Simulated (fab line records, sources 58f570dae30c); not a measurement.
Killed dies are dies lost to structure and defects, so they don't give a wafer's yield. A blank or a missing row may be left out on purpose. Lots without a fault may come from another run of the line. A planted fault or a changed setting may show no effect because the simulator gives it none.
fab line records | flow berkeley_cmos170
record lots=5 wafers=15 last_day=11
route steps=331 shown V1@270 M2@271 V2@292
lots that met no fault: from a run of the same line without faults
start_h: hours from the record's first day to the start of the lot's first wafer shown | wait_h: hours since the lot's step before | " the same as in the row above | L1.1+2: a row that stands for several wafers | - no value, or no start given | * or withheld: withheld | < > ~ a bound
route shown NAME@n: a module of which the file shows steps, and the number in the route of the first | usual: mean/standard deviation of fault-free wafers | same: alike in all rows | chamber/n: place in a boat | sites: the reading at each site | _std_site: their standard deviation | _edge_site: outer sites' mean less inner sites' | radius_mm: how far each site lies from the wafer's centre | mask NAME#n: copy n | behind: the tool/chamber that last shaped the wafer | hold: why the lot was held/for how many hours/how that ended | device: the transistor (n, p or np) that didn't switch | end of line: the same wafers' tests at the end of the route | a step without rows: its recipe alone | killed: dies lost to structure and defects at the first sort, not the wafer's yield | map: a wafer's dies, x killed, . not, _ none there
set.NAME: the setting as run; set.NAME@STEP: as run at that earlier step | model.NAME: the simulator's own value behind a step, which no gauge read
lots at some steps of the route; a table a step, a row a wafer
services: from which hour (start_h, from the record's first day; less than 0 if before it) a tool's chamber was out of use, for how many hours, and why
## steps
# step UCB170_V1_CD_MEAS_90
# recipe target_cd_nm=700
# usual cd_nm=700.1/1.7
# columns lot.wafer tool chamber start_h wait_h cd_nm
L076.2 cd_sem-01 - 192.43 0.1 700.1
L076.3 " - " " 702.6
L076.6 " - " " 701.5
L080.1 cd_sem-02 - 217.69 0.1 699.7
L080.2 " - " " 698.7
L080.4 " - " " 699.7
L081.1 cd_sem-01 - 230.10 0.1 699.3
L081.2 " - " " 699.8
L081.4 " - " " 701.9
L084.1 cd_sem-02 - 245.00 0.1 699.0
L084.4 " - " " 700.1
L084.5 " - " " 699.3
L086.2 cd_sem-02 - 245.95 0.1 699.8
L086.4 " - " " 699.2
L086.5 " - " " 697.6
# step UCB170_M2_PRE_CLEAN_00
# recipe gas=Ar preclean_etch_time_s=60
# columns lot.wafer tool chamber start_h wait_h
L076.2+3+6 pvd_sputter-01 - 192.53 0.1
L080.1+2+4 pvd_sputter-03 - 217.81 0.1
L081.1+2+4 pvd_sputter-01 - 230.22 0.1
L084.1+4+5 pvd_sputter-03 - 245.12 0.1
L086.2+4+5 pvd_sputter-01 - 246.05 0.1
# step UCB170_M2_SPUTTER_01
# recipe material=Al target_thk_nm=900 time_s=120 power_w=6000 chamber_pressure_pa=0.5
# usual throttle_valve_pct=29.5/0.94
# columns lot.wafer tool chamber start_h wait_h throttle_valve_pct
L076.2 pvd_sputter-01 - 192.59 0.0 28.7
L076.3 " - " " 30.1
L076.6 " - " " 28.8
L080.1 pvd_sputter-03 - 217.88 0.0 27.9
L080.2 " - " " 30.1
L080.4 " - " " 31.1
L081.1 pvd_sputter-01 - 230.29 0.0 30.1
L081.2 " - " " 29.7
L081.4 " - " " 29.8
L084.1 pvd_sputter-03 - 245.18 0.0 29.9
L084.4 " - " " 30.2
L084.5 " - " " 31.0
L086.2 pvd_sputter-01 - 246.12 0.0 29.8
L086.4 " - " " 29.9
L086.5 " - " " 29.9
# step UCB170_M2_RS_MEAS_02
# recipe thk_meas_gauge=four-point-probe reads=Al_of_M2_SPUTTER_01
# usual M2_AL_RS=0.0323/0.00034
# columns lot.wafer tool chamber start_h wait_h M2_AL_RS[ohm/sq]
L076.2 film_metro-02 - 192.70 0.1 0.0324
L076.3 " - " " 0.0327
L076.6 " - " " 0.0323
L080.1 film_metro-03 - 217.96 0.0 0.0329
L080.2 " - " " 0.0330
L080.4 " - " " 0.0323
L081.1 film_metro-02 - 230.37 0.0 0.0327
L081.2 " - " " 0.0322
L081.4 " - " " 0.0318
L084.1 film_metro-02 - 245.27 0.0 0.0321
L084.4 " - " " 0.0326
L084.5 " - " " 0.0319
L086.2 film_metro-02 - 246.22 0.1 0.0321
L086.4 " - " " 0.0328
L086.5 " - " " 0.0323
# step UCB170_M2_THK_MEAS_03
# recipe thk_meas_gauge=xrf reads=Al_of_M2_SPUTTER_01
# usual M2_AL_THK=901/9.8
# columns lot.wafer tool chamber start_h wait_h M2_AL_THK[nm]
L076.2 film_metro-02 - 192.81 0.1 898
L076.3 " - " " 894
L076.6 " - " " 897
L080.1 film_metro-03 - 218.08 0.1 877
L080.2 " - " " 877
L080.4 " - " " 895
L081.1 film_metro-02 - 230.49 0.1 888
L081.2 " - " " 898
L081.4 " - " " 909
L084.1 film_metro-02 - 245.39 0.1 903
L084.4 " - " " 895
L084.5 " - " " 910
L086.2 film_metro-02 - 246.33 0.1 902
L086.4 " - " " 888
L086.5 " - " " 905
# step UCB170_M2_HMDS_04
# recipe prime_time_s=60 prime_temp_c=100
# usual resist_line_temp_C=22.98/0.11
# columns lot.wafer tool chamber start_h wait_h resist_line_temp_C
L076.2 litho_track-03 0 192.88 0.1 23.02
L076.3 " 0 " " 22.65
L076.6 " 0 " " 22.84
L080.1 litho_track-03 0 218.14 0.1 22.98
L080.2 " 0 " " 23.12
L080.4 " 0 " " 22.93
L081.1 litho_track-01 0 230.55 0.1 22.94
L081.2 " 0 " " 22.88
L081.4 " 0 " " 22.93
L084.1 litho_track-03 0 245.45 0.1 22.96
L084.4 " 0 " " 22.78
L084.5 " 0 " " 22.87
L086.2 litho_track-03 0 246.40 0.1 22.90
L086.4 " 0 " " 22.92
L086.5 " 0 " " 22.73
# step UCB170_M2_COAT_05
# recipe resist=KrF spin_rpm=1500 resist_thk_nm=900
# usual resist_line_temp_C=23.00/0.11
# columns lot.wafer tool chamber start_h wait_h resist_line_temp_C
L076.2 litho_track-03 0 193.03 0.1 22.82
L076.3 " 0 " " 22.97
L076.6 " 0 " " 22.91
L080.1 litho_track-03 0 218.29 0.1 22.90
L080.2 " 0 " " 22.89
L080.4 " 0 " " 23.11
L081.1 litho_track-01 0 230.70 0.1 23.00
L081.2 " 0 " " 23.09
L081.4 " 0 " " 23.16
L084.1 litho_track-03 0 245.60 0.1 23.03
L084.4 " 0 " " 23.07
L084.5 " 0 " " 23.09
L086.2 litho_track-03 0 246.55 0.1 23.12
L086.4 " 0 " " 23.00
L086.5 " 0 " " 23.05
# step UCB170_M2_SOFTBAKE_06
# recipe resist=KrF temp_c=130 time_s=60
# usual resist_line_temp_C=23.01/0.099
# columns lot.wafer tool chamber start_h wait_h resist_line_temp_C
L076.2 litho_track-03 0 193.18 0.1 23.08
L076.3 " 0 " " 23.15
L076.6 " 0 " " 23.12
L080.1 litho_track-03 0 218.44 0.1 23.23
L080.2 " 0 " " 23.19
L080.4 " 0 " " 23.00
L081.1 litho_track-01 0 230.85 0.1 22.73
L081.2 " 0 " " 22.86
L081.4 " 0 " " 22.96
L084.1 litho_track-03 0 245.75 0.1 22.92
L084.4 " 0 " " 22.97
L084.5 " 0 " " 23.00
L086.2 litho_track-03 0 246.70 0.1 23.01
L086.4 " 0 " " 22.93
L086.5 " 0 " " 23.04
# step UCB170_M2_STRIP_07
# recipe chemistry=O2 power_w=400 pressure_mtorr=3500 platen_temp_c=withheld o2_flow_sccm=400 overash_fraction=0.5
# usual chamber_pressure_mTorr=3499.9/2.9 drypump_motor_current_A=6.0/0.36 oes_product_au=0.734/0.0043 strip_time_to_endpoint_s=21.98/0.068
# columns lot.wafer tool chamber start_h wait_h chamber_pressure_mTorr drypump_motor_current_A oes_product_au rf_hours_counter_h strip_time_to_endpoint_s
L076.2 plasma_asher-04 1 193.31 0.1 3496.6 5.2 0.729 40 22.04
L076.3 " 0 " " 3496.6 5.9 0.733 - 21.99
L076.6 " 1 " " 3502.1 5.2 0.729 - 21.96
L080.1 plasma_asher-04 0 218.59 0.1 3506.6 5.9 0.739 43 21.89
L080.2 " 1 " " 3497.0 5.2 0.735 43 21.86
L080.4 " 1 " " 3502.3 5.2 0.741 - 21.93
L081.1 plasma_asher-02 0 231.00 0.1 3503.0 5.7 0.740 50 21.89
L081.2 " 1 " " 3497.1 6.1 0.734 50 21.83
L081.4 " 1 " " 3497.5 6.2 0.738 - 21.95
L084.1 plasma_asher-04 1 245.90 0.1 3499.6 5.2 0.731 46 21.97
L084.4 " 1 " " 3499.5 5.2 0.734 - 22.09
L084.5 " 0 " " 3502.8 5.9 0.735 - 22.08
L086.2 plasma_asher-01 0 246.83 0.1 3501.1 6.2 0.745 51 22.01
L086.4 " 1 " " 3504.5 6.2 0.727 - 21.99
L086.5 " 0 " " 3501.2 6.3 0.737 - 21.95
# step UCB170_M2_STRIP_08
# recipe chemistry=DMSO temp_c=80 time_s=600 material=KrF
# columns lot.wafer tool chamber start_h wait_h
L076.2+3+6 wet_bench-03 0 193.45 0.1
L080.1+2+4 wet_bench-04 2 218.69 0.1
L081.1+2+4 wet_bench-04 2 231.10 0.1
L084.1+4+5 wet_bench-04 0 246.00 0.1
L086.2+4+5 wet_bench-04 1 246.93 0.1
# step UCB170_M2_COAT_09
# recipe resist=BARC temp_c=withheld time_s=withheld spin_rpm=3000 resist_thk_nm=withheld
# usual resist_line_temp_C=*
# columns lot.wafer tool chamber start_h wait_h resist_line_temp_C
L076.2 litho_track-01 0 193.65 0.0 *
L076.3 " 0 " " *
L076.6 " 0 " " *
L080.1 litho_track-02 0 218.87 0.0 *
L080.2 " 0 " " *
L080.4 " 0 " " *
L081.1 litho_track-02 0 231.28 0.0 *
L081.2 " 0 " " *
L081.4 " 0 " " *
L084.1 litho_track-02 0 246.17 0.0 *
L084.4 " 0 " " *
L084.5 " 0 " " *
L086.2 litho_track-03 0 247.30 0.2 *
L086.4 " 0 " " *
L086.5 " 0 " " *
# step UCB170_M2_COAT_10
# recipe resist=KrF spin_rpm=1500 resist_thk_nm=900
# usual resist_line_temp_C=23.01/0.1
# columns lot.wafer tool chamber start_h wait_h resist_line_temp_C
L076.2 litho_track-01 0 - - 22.79
L076.3 " 0 " " 22.95
L076.6 " 0 " " 23.01
L080.1 litho_track-02 0 - - 23.05
L080.2 " 0 " " 22.97
L080.4 " 0 " " 23.06
L081.1 litho_track-02 0 - - 22.90
L081.2 " 0 " " 22.96
L081.4 " 0 " " 22.96
L084.1 litho_track-02 0 - - 22.99
L084.4 " 0 " " 22.89
L084.5 " 0 " " 22.75
L086.2 litho_track-03 0 - - 23.15
L086.4 " 0 " " 23.08
L086.5 " 0 " " 23.18
# step UCB170_M2_SOFTBAKE_11
# recipe resist=KrF temp_c=130 time_s=60
# usual resist_line_temp_C=23.00/0.099
# columns lot.wafer tool chamber start_h wait_h resist_line_temp_C
L076.2 litho_track-01 0 - - 22.94
L076.3 " 0 " " 22.89
L076.6 " 0 " " 22.94
L080.1 litho_track-02 0 - - 23.06
L080.2 " 0 " " 23.04
L080.4 " 0 " " 23.13
L081.1 litho_track-02 0 - - 22.97
L081.2 " 0 " " 22.82
L081.4 " 0 " " 22.83
L084.1 litho_track-02 0 - - 23.04
L084.4 " 0 " " 22.99
L084.5 " 0 " " 22.98
L086.2 litho_track-03 0 - - 23.06
L086.4 " 0 " " 23.11
L086.5 " 0 " " 23.03
# step UCB170_M2_EXPOSE_12
# recipe mask_id=METAL2 target_cd_nm=700 na=0.5 sigma_outer=0.6 source_shape=conventional dose_mj=26
# same na=0.5
# columns lot.wafer tool chamber start_h wait_h mask
L076.2+3+6 krf_scanner-02 0 194.36 - METAL2#0
L080.1+2+4 krf_scanner-02 0 219.32 - METAL2#0
L081.1+2+4 krf_scanner-02 0 231.85 - METAL2#0
L084.1+4+5 krf_scanner-02 0 246.93 - METAL2#0
L086.2+4+5 krf_scanner-02 0 247.75 - METAL2#0
# step UCB170_M2_PEB_13
# recipe peb_temp_c=130 peb_time_s=withheld resist=KrF
# usual resist_line_temp_C=23.00/0.11
# columns lot.wafer tool chamber start_h wait_h resist_line_temp_C
L076.2 litho_track-01 0 194.48 0.1 23.13
L076.3 " 0 " " 23.07
L076.6 " 0 " " 23.05
L080.1 litho_track-02 0 219.61 0.3 22.96
L080.2 " 0 " " 22.93
L080.4 " 0 " " 22.97
L081.1 litho_track-01 0 231.97 0.1 23.00
L081.2 " 0 " " 22.92
L081.4 " 0 " " 22.97
L084.1 litho_track-01 0 247.11 0.2 23.27
L084.4 " 0 " " 23.23
L084.5 " 0 " " 23.07
L086.2 litho_track-02 0 248.14 0.4 22.99
L086.4 " 0 " " 22.95
L086.5 " 0 " " 22.92
# step UCB170_M2_DEVELOP_14
# recipe developer=TMAH develop_time_s=45 resist=KrF dev_temp_c=21
# usual resist_line_temp_C=22.99/0.12
# columns lot.wafer tool chamber start_h wait_h resist_line_temp_C
L076.2 litho_track-01 0 - - 23.10
L076.3 " 0 " " 22.96
L076.6 " 0 " " 22.95
L080.1 litho_track-02 0 - - 22.83
L080.2 " 0 " " 22.99
L080.4 " 0 " " 22.93
L081.1 litho_track-01 0 - - 22.94
L081.2 " 0 " " 22.94
L081.4 " 0 " " 22.94
L084.1 litho_track-01 0 - - 23.10
L084.4 " 0 " " 23.13
L084.5 " 0 " " 23.11
L086.2 litho_track-02 0 - - 22.97
L086.4 " 0 " " 23.03
L086.5 " 0 " " 23.05
# step UCB170_M2_CD_MEAS_15
# recipe target_cd_nm=700
# usual cd_nm=700.4/1.4
# columns lot.wafer tool chamber start_h wait_h cd_nm
L076.2 cd_sem-02 - 194.75 - 698.9
L076.3 " - " " 700.0
L076.6 " - " " 701.2
L080.1 cd_sem-01 - 219.88 - 699.2
L080.2 " - " " 699.3
L080.4 " - " " 697.9
L081.1 cd_sem-01 - 232.24 - 699.6
L081.2 " - " " 698.1
L081.4 " - " " 699.1
L084.1 cd_sem-02 - 247.56 - 704.0
L084.4 " - " " 701.8
L084.5 " - " " 702.8
L086.2 cd_sem-02 - 248.41 - 698.7
L086.4 " - " " 699.2
L086.5 " - " " 698.5
# step UCB170_M2_OVL_MEAS_16
# usual M2_OVL=2/4.7
# columns lot.wafer tool chamber start_h wait_h M2_OVL[nm]
L076.2 overlay-02 - 194.86 0.1 9
L076.3 " - " " 2
L076.6 " - " " 6
L080.1 overlay-01 - 220.00 0.1 -5
L080.2 " - " " -6
L080.4 " - " " -1
L081.1 overlay-01 - 232.36 0.1 3
L081.2 " - " " -5
L081.4 " - " " -4
L084.1 overlay-01 - 247.68 0.1 2
L084.4 " - " " 4
L084.5 " - " " -9
L086.2 overlay-01 - 248.52 0.1 0
L086.4 " - " " 5
L086.5 " - " " 4
# step UCB170_M2_ETCH_17
# recipe chemistry=N2/H2 target_depth_a=withheld overetch_a=withheld target=BARC time_s=withheld source_w=500 bias_w=100 pressure_mtorr=30 n2_flow_sccm=100 h2_flow_sccm=200
# usual chamber_pressure_mTorr=30.00/0.03 drypump_motor_current_A=5.9/0.47 oes_product_au=0.996/0.022 throttle_valve_pct=13.43/0.16
# columns lot.wafer tool chamber start_h wait_h chamber_pressure_mTorr drypump_motor_current_A oes_product_au throttle_valve_pct
L076.2 rie_diel-02 1 194.89 0.0 30.00 6.1 1.019 13.07
L076.3 " 0 " " 30.02 5.7 0.986 13.26
L076.6 " 3 " " 30.00 6.4 0.968 13.59
L080.1 rie_diel-03 2 220.04 0.0 30.02 6.5 0.988 13.61
L080.2 " 1 " " 29.94 6.0 0.996 13.21
L080.4 " 0 " " 30.01 5.2 1.026 13.33
L081.1 rie_diel-01 3 232.40 0.0 29.95 6.0 0.987 13.43
L081.2 " 2 " " 30.01 5.8 0.994 13.26
L081.4 " 0 " " 30.00 6.1 1.014 13.39
L084.1 rie_diel-03 1 247.71 0.0 30.03 6.0 0.992 13.23
L084.4 " 3 " " 29.97 5.6 0.969 13.51
L084.5 " 3 " " 30.00 5.6 0.975 13.52
L086.2 rie_diel-02 0 248.55 0.0 30.03 5.7 0.989 13.29
L086.4 " 2 " " 30.04 6.4 1.002 13.62
L086.5 " 0 " " 30.03 5.7 0.993 13.29
# step UCB170_M2_METAL_ETCH_18
# recipe chemistry=Cl2/BCl3 target=Al stop_on=SiO2 pressure_mtorr=12 target_depth_a=11700 over_etch_frac=0.3 time_s=195 icp_w=600 bias_w=120 Cl2_flow_sccm=90 bcl3_flow_sccm=45
# usual chamber_pressure_mTorr=11.999/0.01 drypump_motor_current_A=5.8/0.44 oes_product_au=0.861/0.016 throttle_valve_pct=24.36/0.13
# columns lot.wafer tool chamber start_h wait_h chamber_pressure_mTorr drypump_motor_current_A oes_product_au rf_hours_counter_h throttle_valve_pct
L076.2 rie_metal-02 1 194.99 - 11.991 5.6 0.865 - 24.45
L076.3 " 1 " " 11.991 5.6 0.864 - 24.47
L076.6 " 1 " " 11.988 5.6 0.868 - 24.46
L080.1 rie_metal-04 1 220.08 - 12.003 5.7 0.829 0 24.36
L080.2 " 0 " " 11.996 6.4 0.841 10 24.53
L080.4 " 1 " " 12.008 5.7 0.832 - 24.35
L081.1 rie_metal-04 1 232.44 - 12.000 5.7 0.833 1 24.37
L081.2 " 0 " " 11.994 6.4 0.859 10 24.53
L081.4 " 0 " " 12.013 6.4 0.865 - 24.52
L084.1 rie_metal-04 1 247.76 - 11.993 5.7 0.845 1 24.36
L084.4 " 0 " " 12.003 6.4 0.860 - 24.51
L084.5 " 0 " " 11.995 6.4 0.864 - 24.52
L086.2 rie_metal-02 0 248.59 - 11.990 5.2 0.859 12 24.24
L086.4 " 1 " " 12.008 5.6 0.866 - 24.46
L086.5 " 1 " " 12.006 5.6 0.881 - 24.46
# step UCB170_M2_STRIP_19
# recipe chemistry=O2 power_w=400 pressure_mtorr=3500 platen_temp_c=withheld o2_flow_sccm=400 overash_fraction=0.5
# usual chamber_pressure_mTorr=3500/3.3 drypump_motor_current_A=5.9/0.37 oes_product_au=0.548/0.016
# columns lot.wafer tool chamber start_h wait_h chamber_pressure_mTorr drypump_motor_current_A oes_product_au rf_hours_counter_h
L076.2 plasma_asher-02 1 195.31 0.2 3500 6.2 0.513 47
L076.3 " 1 " " 3498 6.2 0.509 -
L076.6 " 1 " " 3498 6.2 0.509 -
L080.1 plasma_asher-04 0 220.27 0.1 3496 5.9 0.552 43
L080.2 " 1 " " 3503 5.2 0.552 43
L080.4 " 0 " " 3503 5.9 0.552 -
L081.1 plasma_asher-01 1 232.63 0.1 3506 6.2 0.543 49
L081.2 " 0 " " 3496 6.2 0.558 49
L081.4 " 1 " " 3503 6.2 0.566 -
L084.1 plasma_asher-02 1 247.94 0.1 3496 6.2 0.552 53
L084.4 " 1 " " 3499 6.2 0.559 -
L084.5 " 1 " " 3505 6.2 0.558 -
L086.2 plasma_asher-01 1 248.78 0.1 3496 6.2 0.543 51
L086.4 " 0 " " 3505 6.3 0.533 -
L086.5 " 0 " " 3504 6.3 0.532 -
# step UCB170_M2_CD_MEAS_90
# recipe target_cd_nm=700
# usual cd_nm=700/3.7
# columns lot.wafer tool chamber start_h wait_h cd_nm
L076.2 cd_sem-02 - 195.43 0.1 699
L076.3 " - " " 699
L076.6 " - " " 701
L080.1 cd_sem-02 - 220.37 0.1 690
L080.2 " - " " 699
L080.4 " - " " 688
L081.1 cd_sem-02 - 232.73 0.1 693
L081.2 " - " " 702
L081.4 " - " " 701
L084.1 cd_sem-02 - 248.04 0.1 704
L084.4 " - " " 703
L084.5 " - " " 706
L086.2 cd_sem-02 - 249.01 0.2 700
L086.4 " - " " 697
L086.5 " - " " 696
# step UCB170_V2_CVD_00
# recipe material=SiO2 target_thk_nm=2000 temp_c=390 precursor=TEOS/O2 time_s=250 rf_w=550 pressure_mtorr=9000
# usual heater_power_w=239/54
# columns lot.wafer tool chamber start_h wait_h heater_power_w
L076.2 pecvd-04 1 195.53 0.1 248
L076.3 " 2 " " 276
L076.6 " 2 " " 201
L080.1 pecvd-03 2 220.49 0.1 308
L080.2 " 0 " " 192
L080.4 " 0 " " 144
L081.1 pecvd-02 0 232.85 0.1 221
L081.2 " 1 " " 229
L081.4 " 0 " " 150
L084.1 pecvd-04 0 248.16 0.1 283
L084.4 " 2 " " 285
L084.5 " 0 " " 195
L086.2 pecvd-02 0 249.11 0.1 224
L086.4 " 2 " " 208
L086.5 " 2 " " 288
# step UCB170_V2_THK_MEAS_01
# recipe reads=SiO2_of_V2_CVD_00
# usual V2_TEOS_THK=1985/30
# columns lot.wafer tool chamber start_h wait_h V2_TEOS_THK[nm]
L076.2 film_metro-01 - 195.69 0.1 1952
L076.3 " - " " 1958
L076.6 " - " " 1981
L080.1 film_metro-01 - 220.64 0.1 1975
L080.2 " - " " 1978
L080.4 " - " " 2019
L081.1 film_metro-04 - 233.01 0.1 1972
L081.2 " - " " 1954
L081.4 " - " " 1995
L084.1 film_metro-01 - 248.32 0.1 1964
L084.4 " - " " 1951
L084.5 " - " " 2007
L086.2 film_metro-01 - 249.36 0.2 1975
L086.4 " - " " 2034
L086.5 " - " " 2049
# step UCB170_V2_CMP_02
# recipe material=SiO2 down_force_psi=6 platen_rpm=60 pad_velocity_m_s=0.75398
# usual motor_current_A=16.5/1.5 platen_rpm=60.00/0.034
# columns lot.wafer tool chamber start_h wait_h motor_current_A platen_rpm
L076.3 cmp-01 2 195.79 0.1 18.1 60.00
L076.2 " 0 " " 17.1 59.99
L076.6 " 1 " " 15.7 59.98
L080.4 cmp-01 3 220.75 0.1 17.3 60.01
L080.1 " 0 " " 15.8 59.92
L080.2 " 1 " " 16.1 60.01
L081.2 cmp-02 3 233.07 0.0 16.4 60.02
L081.4 " 1 " " 17.7 60.00
L081.1 " 2 " " 17.7 60.02
L084.4 cmp-02 3 248.38 0.0 16.2 59.99
L084.1 " 2 " " 18.0 59.95
L084.5 " 0 " " 13.3 60.00
L086.4 cmp-01 0 249.46 0.1 17.0 60.06
L086.2 " 1 " " 16.1 60.05
L086.5 " 0 " " 17.0 59.95
# step UCB170_V2_BOW_MEAS_03
# recipe mode=bow
# usual V2_BOW=37/6.5
# columns lot.wafer tool chamber start_h wait_h V2_BOW[um]
L076.2 film_metro-04 - 196.06 0.1 28
L076.3 " - " " 30
L076.6 " - " " 33
L080.1 film_metro-04 - 221.00 0.1 42
L080.2 " - " " 27
L080.4 " - " " 38
L081.1 film_metro-02 - 233.37 0.1 29
L081.2 " - " " 31
L081.4 " - " " 37
L084.1 film_metro-04 - 248.68 0.1 37
L084.4 " - " " 37
L084.5 " - " " 35
L086.2 film_metro-02 - 249.73 0.2 44
L086.4 " - " " 41
L086.5 " - " " 40
# step UCB170_V2_THK_MEAS_04
# recipe reads=SiO2_of_V2_CVD_00
# usual V2_POLISHED_THK=1000.2/1.3
# columns lot.wafer tool chamber start_h wait_h V2_POLISHED_THK[nm]
L076.2 film_metro-04 - 196.17 0.1 999.9
L076.3 " - " " 1000.8
L076.6 " - " " 1001.8
L080.1 film_metro-04 - 221.12 0.1 998.6
L080.2 " - " " 998.6
L080.4 " - " " 998.7
L081.1 film_metro-02 - 233.49 0.1 999.2
L081.2 " - " " 999.7
L081.4 " - " " 1001.1
L084.1 film_metro-04 - 248.80 0.1 999.9
L084.4 " - " " 999.3
L084.5 " - " " 998.6
L086.2 film_metro-02 - 249.84 0.1 1002.1
L086.4 " - " " 999.8
L086.5 " - " " 1000.5
# step UCB170_V2_CLEAN_05
# recipe chemistry=DIW
# columns lot.wafer tool chamber start_h wait_h
L076.2+3+6 wet_bench-04 3 196.22 0.0
L080.1+2+4 wet_bench-02 3 221.30 0.2
L081.1+2+4 wet_bench-02 3 233.55 0.1
L084.1+4+5 wet_bench-02 0 248.86 0.1
L086.2+4+5 wet_bench-02 0 249.89 0.0
# step UCB170_V2_HMDS_06
# recipe prime_time_s=60 prime_temp_c=100
# usual resist_line_temp_C=23.00/0.098
# columns lot.wafer tool chamber start_h wait_h resist_line_temp_C
L076.2 litho_track-04 0 196.95 0.6 23.02
L076.3 " 0 " " 23.03
L076.6 " 0 " " 22.95
L080.1 litho_track-04 0 221.51 0.0 23.02
L080.2 " 0 " " 23.02
L080.4 " 0 " " 23.05
L081.1 litho_track-02 0 233.97 0.3 22.85
L081.2 " 0 " " 22.94
L081.4 " 0 " " 23.12
L084.1 litho_track-02 0 249.07 0.0 22.97
L084.4 " 0 " " 23.02
L084.5 " 0 " " 22.99
L086.2 litho_track-04 0 250.12 0.0 23.01
L086.4 " 0 " " 22.95
L086.5 " 0 " " 22.83
# step UCB170_V2_COAT_07
# recipe resist=KrF spin_rpm=1500 resist_thk_nm=900
# usual resist_line_temp_C=23.03/0.1
# columns lot.wafer tool chamber start_h wait_h resist_line_temp_C
L076.2 litho_track-04 0 197.10 0.1 22.96
L076.3 " 0 " " 22.89
L076.6 " 0 " " 23.02
L080.1 litho_track-04 0 221.66 0.1 22.94
L080.2 " 0 " " 22.92
L080.4 " 0 " " 23.11
L081.1 litho_track-02 0 234.12 0.1 23.24
L081.2 " 0 " " 23.19
L081.4 " 0 " " 22.98
L084.1 litho_track-02 0 249.22 0.1 23.11
L084.4 " 0 " " 23.11
L084.5 " 0 " " 22.88
L086.2 litho_track-04 0 250.27 0.1 23.13
L086.4 " 0 " " 23.00
L086.5 " 0 " " 22.87
# step UCB170_V2_SOFTBAKE_08
# recipe resist=KrF temp_c=130 time_s=60
# usual resist_line_temp_C=23.00/0.12
# columns lot.wafer tool chamber start_h wait_h resist_line_temp_C
L076.2 litho_track-04 0 197.25 0.1 22.99
L076.3 " 0 " " 22.98
L076.6 " 0 " " 22.93
L080.1 litho_track-04 0 221.81 0.1 23.01
L080.2 " 0 " " 23.07
L080.4 " 0 " " 23.14
L081.1 litho_track-02 0 234.27 0.1 22.99
L081.2 " 0 " " 23.03
L081.4 " 0 " " 22.91
L084.1 litho_track-02 0 249.37 0.1 22.94
L084.4 " 0 " " 22.90
L084.5 " 0 " " 22.96
L086.2 litho_track-04 0 250.42 0.1 23.19
L086.4 " 0 " " 22.92
L086.5 " 0 " " 22.88
# step UCB170_V2_EXPOSE_09
# recipe mask_id=VIA2 target_cd_nm=700 na=0.5 sigma_outer=0.6 source_shape=conventional dose_mj=37
# same na=0.5
# columns lot.wafer tool chamber start_h wait_h mask
L076.2+3+6 krf_scanner-02 0 197.40 0.1 VIA2#0
L080.1+2+4 krf_scanner-02 0 221.96 0.1 VIA2#0
L081.1+2+4 krf_scanner-01 0 234.55 0.2 VIA2#0
L084.1+4+5 krf_scanner-01 0 249.69 0.3 VIA2#0
L086.2+4+5 krf_scanner-02 0 250.69 0.2 VIA2#0
# step UCB170_V2_PEB_10
# recipe peb_temp_c=130 peb_time_s=withheld resist=KrF
# usual resist_line_temp_C=23.01/0.12
# columns lot.wafer tool chamber start_h wait_h resist_line_temp_C
L076.2 litho_track-04 0 198.40 1.0 22.93
L076.3 " 0 " " 22.99
L076.6 " 0 " " 22.89
L080.1 litho_track-02 0 222.37 0.4 22.95
L080.2 " 0 " " 22.96
L080.4 " 0 " " 22.93
L081.1 litho_track-04 0 235.17 0.6 23.05
L081.2 " 0 " " 22.97
L081.4 " 0 " " 23.03
L084.1 litho_track-01 0 249.81 0.1 23.12
L084.4 " 0 " " 23.04
L084.5 " 0 " " 23.18
L086.2 litho_track-02 0 250.81 0.1 23.14
L086.4 " 0 " " 23.33
L086.5 " 0 " " 23.11
# step UCB170_V2_DEVELOP_11
# recipe developer=TMAH develop_time_s=45 resist=KrF dev_temp_c=21
# usual resist_line_temp_C=22.96/0.094
# columns lot.wafer tool chamber start_h wait_h resist_line_temp_C
L076.2 litho_track-04 0 - - 23.03
L076.3 " 0 " " 22.98
L076.6 " 0 " " 22.85
L080.1 litho_track-02 0 - - 22.88
L080.2 " 0 " " 22.96
L080.4 " 0 " " 22.97
L081.1 litho_track-04 0 - - 22.92
L081.2 " 0 " " 22.81
L081.4 " 0 " " 22.90
L084.1 litho_track-01 0 - - 23.17
L084.4 " 0 " " 22.99
L084.5 " 0 " " 23.04
L086.2 litho_track-02 0 - - 22.91
L086.4 " 0 " " 22.83
L086.5 " 0 " " 23.05
# step UCB170_V2_CD_MEAS_12
# recipe target_cd_nm=700
# usual cd_nm=699.9/1.2
# columns lot.wafer tool chamber start_h wait_h cd_nm
L076.2 cd_sem-02 - 198.67 - 699.1
L076.3 " - " " 698.9
L076.6 " - " " 699.2
L080.1 cd_sem-02 - 222.64 - 700.8
L080.2 " - " " 699.6
L080.4 " - " " 700.8
L081.1 cd_sem-02 - 235.65 - 699.4
L081.2 " - " " 700.0
L081.4 " - " " 699.1
L084.1 cd_sem-02 - 250.08 - 699.9
L084.4 " - " " 699.2
L084.5 " - " " 699.4
L086.2 cd_sem-02 - 251.10 - 702.1
L086.4 " - " " 701.2
L086.5 " - " " 702.1
# step UCB170_V2_OVL_MEAS_13
# usual V2_OVL=-3/5.5
# columns lot.wafer tool chamber start_h wait_h V2_OVL[nm]
L076.2 overlay-02 - 198.78 0.1 1
L076.3 " - " " 3
L076.6 " - " " 1
L080.1 overlay-01 - 222.76 0.1 4
L080.2 " - " " 1
L080.4 " - " " 4
L081.1 overlay-01 - 235.77 0.1 7
L081.2 " - " " 2
L081.4 " - " " 4
L084.1 overlay-02 - 250.20 0.1 -9
L084.4 " - " " -4
L084.5 " - " " -5
L086.2 overlay-02 - 251.21 0.1 8
L086.4 " - " " 4
L086.5 " - " " 12
## services
# columns tool chamber start_h hours kind
rie_diel-02 3 171.36 1.8 repair
plasma_asher-01 - 173.28 1.4 repair
pecvd-04 2 179.80 4.2 repair
rie_diel-03 2 185.35 5.7 repair
krf_scanner-02 - 186.40 0.8 pm
rie_metal-02 0 190.11 20.8 repair
plasma_asher-04 - 193.42 2.6 repair
krf_scanner-01 - 198.49 3.6 pm
cmp-02 - 201.31 3.3 repair
pvd_sputter-03 - 202.22 1.5 repair
cmp-01 - 204.60 5.9 pm
krf_scanner-02 - 204.68 1.0 pm
rie_diel-02 - 207.23 14.6 pm
krf_scanner-01 - 216.70 0.2 repair
cmp-01 - 219.81 0.5 repair
cmp-02 - 224.93 3.9 pm
krf_scanner-01 - 225.73 1.0 pm
cmp-01 - 232.00 4.0 pm
cmp-02 - 233.61 4.2 repair
rie_metal-04 0 235.09 4.5 repair
krf_scanner-01 - 237.14 4.4 pm
rie_metal-04 - 242.14 0.7 repair
pecvd-02 1 244.41 9.7 repair
rie_diel-02 1 245.18 1.5 repair
## key
fault none
